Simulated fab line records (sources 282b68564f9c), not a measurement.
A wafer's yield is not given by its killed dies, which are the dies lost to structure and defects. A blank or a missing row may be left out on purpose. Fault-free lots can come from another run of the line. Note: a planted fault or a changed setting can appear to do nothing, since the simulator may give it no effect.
Comparing a struck lot with a sound one    flow rit cmos    15 out of 202 route steps
Sound: wafers L852.3, L852.4, L852.5. Wafers L860.2, L860.3, L860.5 were the ones struck. The cause is named last.
Order at every step that has rows: each side's tool, ch and its chambers, its first start. Under that, the readings that differ: sound wafers    struck wafers    difference of the means    sigmas: that difference in standard deviations of wafers without a fault.
alike: readings with means less than 2 such deviations apart, plus words and numbers identical on both sides. not compared: withheld readings, readings lacking a value on some wafer, bounds such as >300 that could conceal the same value, and numbers that have no deviation in the record and whose values overlap.
Wherever a step has rows on one side only, a row that says differs or no value, or a row with sigmas, the two part there. When numbers do not overlap yet have no deviation, they are printed without sigmas and do not part them. A reading missing from all wafers of one side parts the sides only when that side holds two or more wafers.

first, 1 step without rows for these wafers: RIT_NLDD_IMPLANT_08.
RIT_NLDD_STRIP_09: strips in O2, time 180 s.
  sound on plasma asher-04 ch 0,1, day 3 00:35; struck on plasma asher-04 ch 0,1, day 4 20:26
  alike: drypump motor current A, o2 flow sccm, run length s
  not compared: rf hours counter h
RIT_NLDD_TW_MEAS_10:
  sound: film metro-04 at day 3 00:43; struck: film metro-01 at day 4 20:37
  alike: NLDD_TW
then, 6 steps without rows for these wafers: RIT_PLDD_HMDS_00 (prime time 60 s); RIT_PLDD_COAT_01 (resist thk 1000 nm); RIT_PLDD_SOFTBAKE_02 (time 60 s); RIT_PLDD_EXPOSE_03 (exposes mask M8, target cd 40900 nm); RIT_PLDD_PEB_04; RIT_PLDD_DEVELOP_05 (develop time 50 s).
RIT_PLDD_OVL_MEAS_06:
  sound: overlay-01 at day 3 01:37; struck: overlay-01 at day 4 21:40
  alike: PLDD_OVL
then, 2 steps without rows for these wafers: RIT_PLDD_HARDBAKE_07 (time 60 s); RIT_PLDD_IMPLANT_08.
RIT_PLDD_STRIP_09: strips in O2, time 180 s.
  sound on plasma asher-04 ch 0,1, day 3 02:01; struck on plasma asher-02 ch 0, day 4 22:00
reading                                    sound              struck             difference  sigmas
run length s (s)                           207.7 208.4 208.0  72.1 72.1 72.2     -135.9      -99 or more
model.NOVOLAK_of_PLDD_COAT_01.thk nm (nm)  0 0 0              222.6 224.6 221.3  +222.8      
  alike: drypump motor current A, o2 flow sccm
  not compared: rf hours counter h
RIT_PLDD_TW_MEAS_10:
  sound: film metro-02 at day 3 02:08; struck: film metro-01 at day 4 22:11
  alike: PLDD_TW
RIT_M1_PROBE_99:
  sound: prober-02 at day 3 15:43; struck: prober-02 at day 5 11:41
reading              sound    struck                                                                difference                    sigmas
hold                 - - -    await dispo/3.0h/scrap await dispo/3.0h/scrap await dispo/3.0h/scrap  no value on the sound wafers  
killed at front end  12 15 8  264 264 264                                                           +252                          +79
killed dies          12 15 8  264 264 264                                                           +252                          +79
killed on rim        3 5 4    70 70 70                                                              +66                           +47
  alike: killed_at_M0_to_M3, killed at contacts, killed open, killed short

== WHERE THEY PART ==
First at RIT_PLDD_STRIP_09; last, within this record, at RIT_M1_PROBE_99.

WHY: the cause the simulator had injected
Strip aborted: plasma asher-02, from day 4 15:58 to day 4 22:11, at RIT_PLDD_STRIP_09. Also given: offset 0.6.
